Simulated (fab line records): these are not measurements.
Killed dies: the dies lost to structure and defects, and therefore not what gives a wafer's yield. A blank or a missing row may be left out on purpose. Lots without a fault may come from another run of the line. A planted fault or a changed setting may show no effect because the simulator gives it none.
Matching of chambers	flow berkeley cmos170	UCB170_GATE_ETCH_15 on rie si-02 has 4 sister chambers
The step etches poly-Si in HBr/Cl2, stops on SiO2, time 56.3 s, target depth 278.2 nm. 8 wafers are shown with their chamber, then 7 later ones without.

== WAFERS PAIRED WITH THEIR CHAMBERS ==
wafer	chamber	throttle valve pct (%)	drypump motor current A (A)
L314.2	3	26.51	5.3
L314.5	3	26.51	5.2
L316.4	2	26.68	6.0
L320.5	2	26.68	5.9
L319.3	1	26.46	5.5
L319.6	0	26.37	6.3
L325.2	0	26.38	6.3
L325.3	1	26.46	5.5

== WAFERS WITH NO CHAMBER GIVEN ==
wafer	throttle valve pct (%)	drypump motor current A (A)
L325.4	26.48	5.2
L324.2	26.51	5.2
L324.3	26.45	5.5
L324.4	26.36	6.3
L330.1	26.37	6.3
L330.2	26.51	5.2
L330.5	26.52	5.3

== CHAMBER TAKEN BY EACH ==
wafer	from the rows above	in truth
L325.4	can't be placed: 1 or 3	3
L324.2	3	3
L324.3	1	1
L324.4	0	0
L330.1	0	0
L330.2	3	3
L330.5	3	3
6 of 7 placed correctly. Cannot be placed on the basis of these rows: 1; the candidates contain the true chamber in 1. Wrongly placed: 0.
How it was worked out, from the rows above alone: a wafer's distance from a chamber is the root of the sum, over the readings, of the square of ((its reading less the chamber's mean) divided by the reading's scatter). The wafer belongs to the nearest chamber; if the next one is less than 2 further off, it can't be placed. The mean given for a chamber averages the wafers shown for that chamber. The scatter is the square root of a quotient: the sum, over the shown wafers, of each reading's squared deviation from its chamber's mean, divided by wafers minus chambers.
